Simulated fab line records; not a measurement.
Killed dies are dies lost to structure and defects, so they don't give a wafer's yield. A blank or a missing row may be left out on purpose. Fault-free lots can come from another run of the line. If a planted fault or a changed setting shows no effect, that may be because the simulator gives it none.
fab line records ; flow ritCmos
record lots=6; wafers=18; lastDay=6
route steps=202 shown PRETRO@69 GATE@75 FOX2@80 M1@202
lots untouched by any fault: they come from a run of this same line in which no faults occurred
startH: start of the lot's first displayed wafer, in hours after the record's first day ; waitH: hours from the lot's prior step to this one ; " repeats the value in the row above ; L1.1+2: one row covering several wafers at once ; - no value present, or no start provided ; * or withheld: withheld ; < > ~ a bound
route shown NAME@n: a module of which the file shows steps, and the number in the route of the first ; usual: the fault-free wafers' mean and standard deviation ; same: alike in all rows ; chamber/n: place in a boat ; sites: the reading at each site ; _std_site: the values' standard deviation ; _edge_site: outer sites' mean less inner sites' ; radiusMm: for every site, how far away it sits from the centre of the wafer ; mask NAME#n: copy n ; behind: tool/chamber where the wafer was last shaped ; hold: cause of the lot's hold/its duration in hours/its outcome ; device: transistor that didn't switch, given as n, p or np ; end of line: tests run on the same wafers once the route is complete ; where a step has no rows: the recipe by itself ; killed: count of dies lost to structure and defects at first sort (not the wafer's yield) ; map: dies across one wafer; x = killed, . = not, _ = none there
set.NAME: the run value of the setting; set.NAME@STEP: its run value at that earlier step ; model.NAME: the simulator's own value behind a step, which no gauge read
certain route steps with their lots: each step a table, each wafer a row
services: from which hour (startH, from the record's first day; less than 0 if before it) a tool's chamber was out of use, for how many hours, and why
## steps
# step RIT_PRETRO_DEVELOP_05
# recipe resist=NOVOLAK; developTimeS=68; devTempC=23
# step RIT_PRETRO_OVL_MEAS_06
# usual PRETRO_OVL=-0.3/1.5
lot.wafer;tool;chamber;startH;waitH;PRETRO_OVL[nm]
L500.3;overlay-02;-;37.55;-;-0.6
L500.5;overlay-02;-;37.55;-;1.0
L500.6;overlay-02;-;37.55;-;0.4
L501.1;overlay-02;-;41.87;-;-2.0
L501.5;overlay-02;-;41.87;-;1.0
L501.6;overlay-02;-;41.87;-;-1.5
L507.2;overlay-01;-;70.64;-;-3.2
L507.3;overlay-01;-;70.64;-;-1.4
L507.5;overlay-01;-;70.64;-;-1.9
L509.1;overlay-01;-;80.58;-;1.0
L509.5;overlay-01;-;80.58;-;-0.8
L509.6;overlay-01;-;80.58;-;-1.1
L510.2;overlay-01;-;86.43;-;3.7
L510.3;overlay-01;-;86.43;-;2.3
L510.4;overlay-01;-;86.43;-;0.8
L518.2;overlay-01;-;126.59;-;0.2
L518.3;overlay-01;-;126.59;-;0.3
L518.4;overlay-01;-;126.59;-;0.4
# step RIT_PRETRO_HARDBAKE_07
# recipe resist=NOVOLAK; tempC=140; timeS=120
# step RIT_PRETRO_IMPLANT_08
# recipe species=B; energyKev=45; doseCm2=1.2e+13; tiltDeg=7
# step RIT_PRETRO_STRIP_09
# recipe chemistry=O2; timeS=180; resist=NOVOLAK; platenTempC=withheld; powerW=500; pressureMtorr=4000; o2FlowSccm=4000
# usual drypumpMotorCurrentA=5.7/0.39; rfReflPowerW=6.7/1.2
lot.wafer;tool;chamber;startH;waitH;drypumpMotorCurrentA;rfHoursCounterH;rfReflPowerW
L500.3;plasmaAsher-04;0;38.03;0.1;5.9;-;7.8
L500.5;plasmaAsher-04;1;38.03;0.1;5.7;-;7.3
L500.6;plasmaAsher-04;0;38.03;0.1;6.0;-;8.1
L501.1;plasmaAsher-01;1;42.47;0.1;6.2;41;5.5
L501.5;plasmaAsher-01;1;42.47;0.1;6.2;-;5.5
L501.6;plasmaAsher-01;0;42.47;0.1;5.4;-;6.3
L507.2;plasmaAsher-01;1;71.07;0.1;6.2;44;5.6
L507.3;plasmaAsher-01;0;71.07;0.1;5.4;-;6.2
L507.5;plasmaAsher-01;1;71.07;0.1;6.1;-;5.5
L509.1;plasmaAsher-04;0;81.01;0.1;5.9;42;7.8
L509.5;plasmaAsher-04;1;81.01;0.1;5.7;-;7.4
L509.6;plasmaAsher-04;0;81.01;0.1;5.9;-;7.4
L510.2;plasmaAsher-04;1;86.91;0.1;5.7;43;7.4
L510.3;plasmaAsher-04;1;86.91;0.1;5.7;-;7.8
L510.4;plasmaAsher-04;0;86.91;0.1;5.9;-;7.6
L518.2;plasmaAsher-04;0;127.02;0.1;5.9;1;7.2
L518.3;plasmaAsher-04;1;127.02;0.1;5.7;-;7.6
L518.4;plasmaAsher-04;0;127.02;0.1;5.9;-;7.3
# step RIT_PRETRO_TW_MEAS_10
# usual PRETRO_TW=474/9.2
lot.wafer;tool;chamber;startH;waitH;PRETRO_TW
L500.3;filmMetro-03;-;38.16;0.1;479
L500.5;filmMetro-03;-;38.16;0.1;481
L500.6;filmMetro-03;-;38.16;0.1;481
L501.1;filmMetro-02;-;42.64;0.1;481
L501.5;filmMetro-02;-;42.64;0.1;481
L501.6;filmMetro-02;-;42.64;0.1;481
L507.2;filmMetro-01;-;71.26;0.1;462
L507.3;filmMetro-01;-;71.26;0.1;464
L507.5;filmMetro-01;-;71.26;0.1;463
L509.1;filmMetro-01;-;81.19;0.1;463
L509.5;filmMetro-01;-;81.19;0.1;463
L509.6;filmMetro-01;-;81.19;0.1;460
L510.2;filmMetro-03;-;87.10;0.1;480
L510.3;filmMetro-03;-;87.10;0.1;482
L510.4;filmMetro-03;-;87.10;0.1;481
L518.2;filmMetro-03;-;127.20;0.1;478
L518.3;filmMetro-03;-;127.20;0.1;484
L518.4;filmMetro-03;-;127.20;0.1;479
# step RIT_GATE_WET_ETCH_00
# recipe chemistry=BOE; target=SiO2; targetDepthNm=56; timeS=60; dry=n2Spin; dilution=10:1; tempC=21.5
# step RIT_GATE_CLEAN_01
# recipe chemistry=SC1; mix=3:3:50; timeS=600; tempC=75
# step RIT_GATE_CLEAN_02
# recipe chemistry=dHF; dilution=50:1; timeS=30
# step RIT_GATE_CLEAN_03
# recipe chemistry=SC2; mix=3:3:50; timeS=600; tempC=75; dry=n2Spin
# step RIT_GATE_CLEAN_04
# recipe chemistry=dHF; dilution=50:1; timeS=60; dry=n2Spin
# step RIT_FOX2_THK_MEAS_91
# recipe reads=SiO2_of_FOX2_OXIDATION_00
# usual FIELD_OXIDE_LEFT_2_THK=256/5.9
lot.wafer;tool;chamber;startH;waitH;FIELD_OXIDE_LEFT_2_THK[nm]
L500.3;filmMetro-03;-;38.68;0.0;259
L500.5;filmMetro-03;-;38.68;0.0;261
L500.6;filmMetro-03;-;38.68;0.0;260
L501.1;filmMetro-04;-;43.14;0.0;261
L501.5;filmMetro-04;-;43.14;0.0;258
L501.6;filmMetro-04;-;43.14;0.0;256
L507.2;filmMetro-04;-;71.75;0.0;255
L507.3;filmMetro-04;-;71.75;0.0;250
L507.5;filmMetro-04;-;71.75;0.0;250
L509.1;filmMetro-04;-;81.70;0.0;269
L509.5;filmMetro-04;-;81.70;0.0;273
L509.6;filmMetro-04;-;81.70;0.0;267
L510.2;filmMetro-03;-;87.59;0.0;253
L510.3;filmMetro-03;-;87.59;0.0;251
L510.4;filmMetro-03;-;87.59;0.0;254
L518.2;filmMetro-04;-;127.68;0.0;255
L518.3;filmMetro-04;-;127.68;0.0;253
L518.4;filmMetro-04;-;127.68;0.0;253
# step RIT_GATE_OXIDATION_05
# recipe tempC=900; ambient=O2; targetThkA=30; oxTimeS=270
# usual oxTimeS=270/0
lot.wafer;tool;chamber;startH;waitH;oxTimeS;model.SiO2_of_GATE_OXIDATION_05.thkNm
L500.3;furnace-03;0;38.72;0.0;270;2.934
L500.5;furnace-03;0;38.72;0.0;270;2.911
L500.6;furnace-03;0;38.72;0.0;270;2.892
L501.1;furnace-02;0;43.51;0.4;270;2.944
L501.5;furnace-02;0;43.51;0.4;270;3.015
L501.6;furnace-02;0;43.51;0.4;270;3.013
L507.2;furnace-02;0;71.80;0.0;237.6;2.74
L507.3;furnace-02;0;71.80;0.0;237.6;2.734
L507.5;furnace-02;0;71.80;0.0;237.6;2.716
L509.1;furnace-04;0;81.83;0.1;270;3.016
L509.5;furnace-04;0;81.83;0.1;270;3.053
L509.6;furnace-04;0;81.83;0.1;270;2.959
L510.2;furnace-02;0;87.64;0.0;237.6;2.68
L510.3;furnace-02;0;87.64;0.0;237.6;2.705
L510.4;furnace-02;0;87.64;0.0;237.6;2.679
L518.2;furnace-04;0;127.73;0.0;270;2.987
L518.3;furnace-04;0;127.73;0.0;270;3.067
L518.4;furnace-04;0;127.73;0.0;270;3.021
# step RIT_GATE_ANNEAL_06
# recipe tempC=900; timeS=600; ambient=N2O
# step RIT_GATE_THK_MEAS_07
# recipe reads=SiO2_of_GATE_OXIDATION_05
# usual GATE_OXIDE_THK=3.00/0.062
lot.wafer;tool;chamber;startH;waitH;GATE_OXIDE_THK[nm]
L500.3;filmMetro-03;-;40.06;0.0;2.93
L500.5;filmMetro-03;-;40.06;0.0;2.93
L500.6;filmMetro-03;-;40.06;0.0;2.87
L501.1;filmMetro-01;-;44.83;0.0;2.96
L501.5;filmMetro-01;-;44.83;0.0;2.95
L501.6;filmMetro-01;-;44.83;0.0;3.01
L507.2;filmMetro-01;-;74.45;0.0;2.74
L507.3;filmMetro-01;-;74.45;0.0;2.83
L507.5;filmMetro-01;-;74.45;0.0;2.73
L509.1;filmMetro-01;-;83.88;0.0;3.03
L509.5;filmMetro-01;-;83.88;0.0;3.02
L509.6;filmMetro-01;-;83.88;0.0;2.95
L510.2;filmMetro-01;-;88.97;0.0;2.69
L510.3;filmMetro-01;-;88.97;0.0;2.69
L510.4;filmMetro-01;-;88.97;0.0;2.69
L518.2;filmMetro-01;-;129.07;0.0;3.00
L518.3;filmMetro-01;-;129.07;0.0;3.11
L518.4;filmMetro-01;-;129.07;0.0;3.03
# step RIT_GATE_CVD_08
# recipe material=poly-Si; targetThkNm=250; tempC=610; precursor=SiH4; timeS=2220; pressureMtorr=300; sih4FlowSccm=100
# step RIT_M1_PROBE_99
# usual killedAtContacts=0.1/0.32; killedAtFrontEnd=7/3; killedDies=7/3; killedOpen=3.4/2.2; killedShort=3.3/1.8
# same grossDies=264; killed_at_M0_to_M3=0; killed_at_M4_up=0; killedAtBackSide=0; killedAtOther=0
lot.wafer;tool;chamber;startH;waitH;killedAtContacts;killedAtFrontEnd;killedDies;killedOpen;killedShort;model.etest.pmos_0p3.rOnOhmUm;model.etest.pmos_0p15.rOnOhmUm;model.etest.nmos_0p3.rOnOhmUm;model.etest.nmos_0p15.driveUaUm;model.etest.nmos_0p15.rOnOhmUm;model.etest.nmosNarrow.driveUaUm;model.etest.nmos_0p3.driveUaUm;model.etest.pmos_0p15.driveUaUm
L500.3;prober-02;-;64.46;0.2;0;6;6;3;3;6016;2675;2149;466.3;1140;225.1;226.9;268.5
L500.5;prober-02;-;64.56;0.2;0;4;4;1;3;5970;2624;2124;466.8;1126;223;228.9;271.6
L500.6;prober-02;-;64.61;0.2;0;7;7;3;4;6005;2665;2145;461.9;1147;226.2;229.9;268.7
L501.1;prober-01;-;68.46;0.1;0;4;4;1;3;6112;2702;2117;472.6;1126;230.4;232.7;263.1
L501.5;prober-01;-;68.66;0.2;1;6;7;4;3;6175;2720;2132;466.2;1140;225.8;228.7;261.2
L501.6;prober-01;-;68.71;0.2;0;8;8;2;6;6106;2637;2128;478.9;1117;226.9;228.6;267
L507.2;prober-01;-;97.26;0.1;0;5;5;0;5;5947;2746;2014;507.4;1086;255.9;254.6;268.6
L507.3;prober-01;-;97.31;0.2;0;1;1;1;0;5973;2754;2009;505.3;1091;258.7;253.7;264.4
L507.5;prober-01;-;97.41;0.2;0;11;11;7;4;5912;2735;2006;511.2;1073;256.6;257.6;267.5
L509.1;prober-01;-;106.70;0.1;0;4;4;0;4;6184;2728;2157;466;1142;224.7;229.5;261.6
L509.5;prober-01;-;106.90;0.2;0;4;4;2;2;6308;2745;2191;459.1;1149;221.9;225.7;254.9
L509.6;prober-01;-;106.95;0.2;1;3;4;2;2;6171;2686;2122;478.1;1137;232.6;234.8;265
L510.2;prober-02;-;111.62;0.1;0;3;3;0;3;5719;2533;2007;523.8;1086;262.5;261.3;290.2
L510.3;prober-02;-;111.67;0.2;0;6;6;4;2;5816;2566;2031;516.3;1088;254;255.8;285.5
L510.4;prober-02;-;111.72;0.2;0;3;3;1;2;5668;2524;2005;530.4;1087;262.5;260;293.9
L518.2;prober-02;-;152.79;0.1;0;6;6;3;3;6251;2790;2133;477.5;1124;228.2;229.1;255
L518.3;prober-02;-;152.84;0.2;0;6;6;4;2;6440;2896;2180;464.3;1136;222.2;221.1;244
L518.4;prober-02;-;152.89;0.2;1;7;8;5;3;6314;2809;2163;472.6;1134;226.7;225.5;250.4
# killed by level:class
L500.3 GATE:geometricParticle:short=2 SPACER:geometricParticle:open=2 GATE:geometricParticle:open=1 SILICIDE:geometricParticle:short=1
L500.5 FOX1:geometricParticle:short=1 GATE:geometricParticle:short=1 REOX:geometricParticle:open=1 SILICIDE:geometricParticle:short=1
L500.6 GATE:geometricParticle:short=2 FOX1:geometricParticle:open=1 REOX:geometricParticle:open=1 SPACER:geometricParticle:open=1 SPACER:geometricParticle:short=1 SILICIDE:geometricParticle:short=1
L501.1 GATE:geometricParticle:short=3 FOX2:geometricParticle:open=1
L501.5 GATE:geometricParticle:open=3 REOX:geometricParticle:short=1 SILICIDE:geometricParticle:short=1 SILICIDE:geometricParticle:open=1 CONTACT:geometricParticle:short=1
L501.6 GATE:geometricParticle:short=5 FOX1:geometricParticle:open=1 REOX:geometricParticle:short=1 SPACER:geometricParticle:open=1
L507.2 GATE:geometricParticle:short=2 FOX2:geometricParticle:short=1 REOX:geometricParticle:short=1 SPACER:geometricParticle:short=1
L507.3 FOX1:geometricParticle:open=1
L507.5 GATE:geometricParticle:open=3 REOX:geometricParticle:short=2 SPACER:geometricParticle:open=2 REOX:geometricParticle:open=1 SPACER:geometricParticle:short=1 SILICIDE:geometricParticle:short=1 SILICIDE:geometricParticle:open=1
L509.1 GATE:geometricParticle:short=2 FOX2:geometricParticle:short=1 SILICIDE:geometricParticle:short=1
L509.5 FOX2:geometricParticle:open=2 FOX1:geometricParticle:short=1 SILICIDE:geometricParticle:short=1
L509.6 REOX:geometricParticle:open=2 SPACER:geometricParticle:short=1 CONTACT:geometricParticle:short=1
L510.2 GATE:geometricParticle:short=1 REOX:geometricParticle:short=1 SPACER:geometricParticle:short=1
L510.3 GATE:geometricParticle:open=2 FOX1:geometricParticle:open=1 FOX1:geometricParticle:short=1 FOX2:geometricParticle:short=1 REOX:geometricParticle:open=1
L510.4 GATE:geometricParticle:short=2 SPACER:geometricParticle:open=1
L518.2 FOX2:geometricParticle:open=2 FOX2:geometricParticle:short=1 GATE:geometricParticle:short=1 REOX:geometricParticle:open=1 SPACER:geometricParticle:short=1
L518.3 GATE:geometricParticle:open=3 FOX2:geometricParticle:short=1 GATE:geometricParticle:short=1 SILICIDE:geometricParticle:open=1
L518.4 FOX1:geometricParticle:open=1 FOX2:geometricParticle:open=1 FOX2:geometricParticle:short=1 REOX:geometricParticle:short=1 SPACER:geometricParticle:short=1 SPACER:geometricParticle:open=1 SILICIDE:geometricParticle:open=1 CONTACT:geometricParticle:open=1
## services
tool;chamber;startH;hours;kind
furnace-04;-;59.94;3.0;pm
plasmaAsher-04;-;108.75;9.0;pm
plasmaAsher-04;0;108.75;9.0;ventCycle
plasmaAsher-04;1;108.75;9.0;ventCycle
furnace-02;-;114.22;2.1;pm
plasmaAsher-04;0;117.75;-;clean
plasmaAsher-04;1;117.75;-;clean
furnace-03;-;126.84;4.6;pm
## key
firstSign step=RIT_GATE_OXIDATION_05; reading=oxTimeS; direction=down; sigmas=99+; usual=*; struck=*
effect step=RIT_GATE_THK_MEAS_07; reading=GATE_OXIDE_THK; direction=down; sigmas=4.3; usual=3.00; struck=2.73
modelEffect step=RIT_GATE_OXIDATION_05; value=SiO2_of_GATE_OXIDATION_05.thkNm; without=2.998; struck=2.709
modelEffect step=RIT_M1_PROBE_99; value=etest.pmos_0p3.rOnOhmUm; without=6320; struck=5839
metAt RIT_GATE_OXIDATION_05
struckWafers L507.2,L507.3,L507.5,L510.2,L510.3,L510.4
testerLeftOut L507,L510
onsetBetween 43.51 71.80
fault kind=processParameterDrift; tool=furnace-02; chamber=-; onsetH=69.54; steps=RIT_GATE_OXIDATION_05; channel=oxTimeS; offset=*; shape=step; endH=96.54; actsIn=*; stated=*
# testerLeftOut: of these lots the tester's yield and bins aren't shown, on N5 and GAA mostly nor the transistor test; their killed dies are dies lost to structure and defects alone, not to doping, threshold or leakage, so they don't give the yield
